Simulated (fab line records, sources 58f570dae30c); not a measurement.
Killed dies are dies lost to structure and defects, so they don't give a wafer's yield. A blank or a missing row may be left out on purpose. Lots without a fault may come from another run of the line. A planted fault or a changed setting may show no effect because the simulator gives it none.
Which tool did it? | flow berkeley_cmos170 | 15 lots, 45 wafers sampled, at 6 steps of a route of 331

WHAT THE GAUGES READ, wafer by wafer
UCB170_START_THK_MEAS_03. Usual: START_OXIDE_THK 18.3 nm, standard deviation 0.38.
lot  | measured    | on            | START_OXIDE_THK (nm) | flag
L598 | day 1 13:44 | film_metro-03 | 18.6 18.3 18.0       |
L599 | day 2 02:26 | film_metro-04 | 18.6 18.3 18.7       |
L600 | day 2 02:26 | film_metro-02 | 18.6 19.0 18.4       |
L601 | day 2 07:44 | film_metro-04 | 18.2 17.5 18.0       |
L603 | day 2 13:46 | film_metro-03 | 18.8 18.4 18.8       |
L602 | day 2 13:47 | film_metro-04 | 18.7 18.8 19.1       |
L605 | day 2 22:52 | film_metro-04 | 18.3 18.3 18.2       |
L604 | day 2 22:53 | film_metro-02 | 18.5 18.5 18.0       |
L606 | day 3 05:52 | film_metro-03 | 18.3 18.3 18.0       |
L611 | day 4 10:44 | film_metro-04 | 18.6 18.4 18.2       |
L612 | day 4 10:45 | film_metro-02 | 19.0 18.7 18.8       |
L613 | day 4 20:39 | film_metro-04 | 18.2 18.2 18.2       |
L614 | day 4 20:40 | film_metro-03 | 17.8 17.5 18.0       |
L620 | day 6 05:09 | film_metro-03 | 18.2 18.2 18.1       |
L621 | day 6 12:09 | film_metro-03 | 18.6 18.6 18.9       |

UCB170_SCREENOX_THK_MEAS_02. Usual: SCREENOX_OXIDE_THK 14.36 nm, standard deviation 0.22.
lot  | measured     | on            | SCREENOX_OXIDE_THK (nm) | flag
L598 | day 6 15:01  | film_metro-04 | 14.16 14.19 14.46       |
L599 | day 7 00:04  | film_metro-02 | 14.38 14.52 14.35       |
L600 | day 7 00:04  | film_metro-03 | 14.40 14.44 14.58       |
L601 | day 7 00:01  | film_metro-03 | 14.02 14.18 14.40       |
L603 | day 7 00:01  | film_metro-02 | 14.34 14.63 14.48       |
L602 | day 7 00:01  | film_metro-04 | 14.60 14.76 14.63       |
L605 | day 7 11:21  | film_metro-02 | 14.47 14.46 14.63       |
L604 | day 7 11:22  | film_metro-03 | 14.04 13.91 14.04       |
L606 | day 7 11:21  | film_metro-04 | 14.25 14.40 14.52       |
L611 | day 8 21:08  | film_metro-03 | 14.64 14.51 14.73       |
L612 | day 8 21:12  | film_metro-03 | 14.33 14.23 14.23       |
L613 | day 9 11:01  | film_metro-03 | 14.19 14.39 13.90       |
L614 | day 9 11:02  | film_metro-04 | 14.41 14.30 14.24       |
L620 | day 10 13:33 | film_metro-02 | 14.31 14.57 14.30       |
L621 | day 11 01:05 | film_metro-04 | 14.05 14.14 13.95       |

UCB170_SDANNEAL_RS_MEAS_04: measures by four-point-probe. Usual: PLDD_RS 1031.3 ohm/sq, standard deviation 2.9.
lot  | measured     | on            | PLDD_RS (ohm/sq)                    | flag
L598 | day 8 10:13  | film_metro-04 | 1028.0 1029.9 1030.5                |
L599 | day 8 21:15  | film_metro-04 | 1031.6 1031.1 1033.3                |
L600 | day 8 19:59  | film_metro-02 | 1025.0 1021.2 1021.6                |
L601 | day 8 20:32  | film_metro-02 | 1033.3 1032.6 1030.3                |
L603 | day 8 20:31  | film_metro-04 | 1031.8 1032.6 1028.6                |
L602 | day 8 21:04  | film_metro-02 | 1032.0 1033.1 1032.5                |
L605 | day 9 08:51  | film_metro-03 | 952.3 952.4 952.7 954.2 950.8 953.0 | OFF
L604 | day 9 09:31  | film_metro-04 | 950.9 947.6 948.2 950.5 948.5 947.6 | OFF
L606 | day 9 09:53  | film_metro-03 | 950.3 950.7 952.7 949.7 951.1 952.9 | OFF
L611 | day 10 20:30 | film_metro-04 | 1031.0 1034.1 1033.4                |
L612 | day 10 20:41 | film_metro-02 | 1033.0 1037.3 1034.2                |
L613 | day 11 06:11 | film_metro-04 | 1032.1 1029.2 1031.5                |
L614 | day 11 06:12 | film_metro-03 | 1031.1 1030.1 1027.3                |
L620 | day 12 18:28 | film_metro-04 | 1029.9 1030.4 1030.0                |
L621 | day 12 18:58 | film_metro-02 | 1030.3 1029.6 1030.3                |

UCB170_SDANNEAL_RS_MEAS_05: measures by four-point-probe. Usual: NLDD_RS 616.7 ohm/sq, standard deviation 1.7.
lot  | measured     | on            | NLDD_RS (ohm/sq)                    | flag
L598 | day 8 10:20  | film_metro-04 | 620.0 620.8 619.8                   |
L599 | day 8 21:22  | film_metro-04 | 619.0 618.7 619.0                   |
L600 | day 8 20:07  | film_metro-02 | 616.4 615.8 615.7                   |
L601 | day 8 20:39  | film_metro-02 | 614.5 615.3 614.6                   |
L603 | day 8 20:38  | film_metro-04 | 616.3 616.5 615.4                   |
L602 | day 8 21:11  | film_metro-02 | 614.8 615.8 614.4                   |
L605 | day 9 20:25  | film_metro-03 | 608.7 608.7 607.9 609.1 607.9 608.4 | OFF
L604 | day 9 12:53  | film_metro-04 | 606.5 606.4 607.3 608.9 607.5 607.0 | OFF
L606 | day 9 11:42  | film_metro-03 | 604.9 605.6 604.8 605.3 604.7 606.2 | OFF
L611 | day 10 20:37 | film_metro-04 | 615.0 617.6 615.9                   |
L612 | day 10 20:49 | film_metro-02 | 617.4 619.3 617.6                   |
L613 | day 11 06:18 | film_metro-04 | 618.9 621.1 618.6                   |
L614 | day 11 06:19 | film_metro-03 | 615.7 616.2 618.5                   |
L620 | day 12 18:35 | film_metro-04 | 617.1 618.7 616.0                   |
L621 | day 12 19:05 | film_metro-02 | 616.3 616.7 616.3                   |

UCB170_CONTACT_OVL_MEAS_16. Usual: CONTACT_OVL -1 nm, standard deviation 5.9.
lot  | measured     | on         | CONTACT_OVL (nm) | flag
L598 | day 8 14:47  | overlay-02 | -5 -3 -5         |
L599 | day 9 05:05  | overlay-02 | 8 1 9            |
L600 | day 9 00:48  | overlay-02 | -5 -4 -11        |
L601 | day 9 01:33  | overlay-02 | 0 -6 -4          |
L603 | day 9 03:54  | overlay-02 | -5 -9 -9         |
L602 | day 9 04:44  | overlay-02 | -1 -9 7          |
L604 | day 9 22:59  | overlay-01 | 7 10 1           |
L606 | day 9 21:42  | overlay-01 | 1 -5 -1          |
L611 | day 11 07:03 | overlay-02 | 1 -14 -1         |
L612 | day 11 06:56 | overlay-02 | 3 -1 2           |
L613 | day 11 11:00 | overlay-02 | -1 -3 -1         |
L614 | day 11 10:44 | overlay-02 | -20 -7 -1        |
L620 | day 13 01:15 | overlay-02 | 9 6 2            |
L621 | day 13 01:55 | overlay-01 | -4 2 2           |

WHICH TOOL RAN EACH LOT (tool, then ch and the chambers of the sampled wafers, then the start)
lot  | UCB170_SPACER_ANNEAL_02
L598 | furnace-01 ch 0, day 8 03:40
L599 | furnace-04 ch 0, day 8 09:55
L600 | furnace-04 ch 0, day 8 09:55
L601 | furnace-04 ch 0, day 8 09:55
L603 | furnace-04 ch 0, day 8 09:55
L602 | furnace-04 ch 0, day 8 09:55
L605 | furnace-04 ch 0, day 8 23:35
L604 | furnace-04 ch 0, day 8 23:35
L606 | furnace-04 ch 0, day 8 23:35
L611 | furnace-01 ch 0, day 10 08:43
L612 | furnace-01 ch 0, day 10 08:43
L613 | furnace-01 ch 0, day 10 21:34
L614 | furnace-01 ch 0, day 10 21:34
L620 | furnace-02 ch 0, day 12 07:59
L621 | furnace-02 ch 0, day 12 07:59
- UCB170_SPACER_ANNEAL_02: time 1800 s.

WHAT THE TOOLS THEMSELVES READ (means of the sampled wafers that have a number; where no wafer has one, the mark that the record gives instead)
The record holds no such reading with a usual standard deviation.

THE ANSWER, worked out from the rows above alone
Rule: a lot is off if the mean of its wafers that have a number lies more than 3 standard deviations from the usual mean. A lot without any number at a reading at which 4 lots or more have one is off too. The other lots that the step has rows for count as sound. The gauges are gone through in route order, then the tools' own readings, and for those a lot's mean is taken as printed above. The first step at which some lot is off is used, and at that step the reading that is off furthest; a lot without a number counts as furthest.
Off: L605, L604, L606, at UCB170_SDANNEAL_RS_MEAS_04 (PLDD_RS).
A tool fits if, at a process step before that reading, it ran every lot that is off, and no sound lot after the first of them. The gauges at UCB170_SDANNEAL_RS_MEAS_04 are tried like those tools. One fits: furnace-04 at UCB170_SPACER_ANNEAL_02. Its last sound lot is L599 (day 8 09:55), its first lot that is off L604 (day 8 23:35): a fault that began between those two fits.

WHAT THE SIMULATOR HAD PUT IN
Process parameter drift: furnace-04, from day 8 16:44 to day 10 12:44, at UCB170_SPACER_ANNEAL_02. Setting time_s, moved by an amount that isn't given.
Lots struck among those shown: L605, L604, L606. The rule above found the same.
